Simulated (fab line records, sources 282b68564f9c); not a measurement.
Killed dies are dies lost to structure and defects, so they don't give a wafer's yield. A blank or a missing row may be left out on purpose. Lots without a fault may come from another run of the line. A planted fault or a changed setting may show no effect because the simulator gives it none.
A struck lot beside a sound one | flow rit_cmos | 17 steps out of a route of 202
Sound: wafers L259.3, L259.5, L259.6. Struck: wafers L275.2, L275.4, L275.6. The cause comes at the end.
At each step with rows: each side's tool, then ch and its chambers, then its first start. Under that, the readings that differ: sound wafers | struck wafers | difference of the means | sigmas: that difference in standard deviations of wafers without a fault.
alike: readings whose means differ by less than 2 such deviations, and words and numbers that are the same on both sides. not compared: withheld readings, readings that some wafer has no value for, bounds like >300 that may hide the same value, and numbers for which the record gives no deviation and whose values overlap.
The two part at a step that has a row with sigmas, a row that says differs or no value, or rows on one side only. Numbers that don't overlap but have no deviation are shown without sigmas and don't part them. A reading that every wafer of one side lacks parts them only if that side has two wafers or more.

RIT_PWELL_TW_MEAS_10:
  sound on film_metro-01, day 2 05:03; struck on film_metro-04, day 5 20:46
  alike: PWELL_TW
then, 1 step without rows for these wafers: RIT_WELLDRIVE_ANNEAL_00 (time 14700 s).
RIT_WELLDRIVE_RS_MEAS_01: measures by four-point-probe.
  sound on film_metro-01, day 2 11:25; struck on film_metro-01, day 6 02:14
  alike: NWELL_RS
RIT_WELLDRIVE_RS_MEAS_02: measures by four-point-probe.
  sound on film_metro-01, day 2 11:32; struck on film_metro-01, day 6 02:22
  alike: PWELL_RS
then, 6 steps without rows for these wafers: RIT_NRETRO_HMDS_00 (prime time 60 s); RIT_NRETRO_COAT_01 (resist thk 1300 nm); RIT_NRETRO_SOFTBAKE_02 (time 60 s); RIT_NRETRO_EXPOSE_03 (exposes mask M4, target cd 43900 nm); RIT_NRETRO_PEB_04; RIT_NRETRO_DEVELOP_05 (develop time 68 s).
RIT_NRETRO_OVL_MEAS_06:
  sound on overlay-02, day 2 12:38; struck on overlay-01, day 6 03:43
  reading         | sound       | struck         | difference | sigmas
  NRETRO_OVL (nm) | 3.3 2.5 3.0 | -0.3 -2.2 -0.7 | -4.0       | -3
then, 1 step without rows for these wafers: RIT_NRETRO_HARDBAKE_07 (time 120 s).
RIT_NRETRO_IMPLANT_08:
  sound on implanter-04 ch 0, day 2 12:58; struck on implanter-01 ch 0, day 6 04:01
  reading                   | sound                | struck               | difference | sigmas
  beam_energy_keV           | 70.025 70.032 70.000 | 63.498 63.462 63.454 | -6.548     | -99 or more
  model.implant.rp_nm (nm)  | 84.39 84.39 84.39    | 74.05 74.05 74.05    | -10.34     |
  model.implant.drp_nm (nm) | 33.94 33.94 33.94    | 31.21 31.21 31.21    | -2.73      |
RIT_NRETRO_STRIP_09: strips in O2, time 180 s.
  sound on plasma_asher-02 ch 0,1, day 2 13:07; struck on plasma_asher-04 ch 0,1, day 6 04:08
  reading                     | sound       | struck      | difference | sigmas
  drypump_motor_current_A (A) | 6.3 6.6 6.3 | 5.3 5.2 5.2 | -1.2       | -2
  not compared: rf_hours_counter_h
RIT_NRETRO_TW_MEAS_10:
  sound on film_metro-04, day 2 13:16; struck on film_metro-01, day 6 04:20
  reading   | sound          | struck         | difference | sigmas
  NRETRO_TW | 1047 1047 1044 | 1023 1016 1018 | -27        | -5
then, 1 step without rows for these wafers: RIT_PRETRO_HMDS_00 (prime time 60 s).
RIT_M1_PROBE_99:
  sound on prober-01, day 3 18:59; struck on prober-01, day 7 11:49
  reading                             | sound             | struck           | difference | sigmas
  model.etest.cap_p_gate.c_min_ff_um2 | 2.327 2.326 2.328 | 2.341 2.34 2.344 | +0.015     |
  alike: killed_at_front_end, killed_dies, killed_open, killed_short

WHERE THEY PART
First at RIT_NRETRO_OVL_MEAS_06; last, within this record, at RIT_NRETRO_TW_MEAS_10. Later steps at which nothing parts them and some readings are alike: RIT_M1_PROBE_99.

WHY: what the simulator had put in
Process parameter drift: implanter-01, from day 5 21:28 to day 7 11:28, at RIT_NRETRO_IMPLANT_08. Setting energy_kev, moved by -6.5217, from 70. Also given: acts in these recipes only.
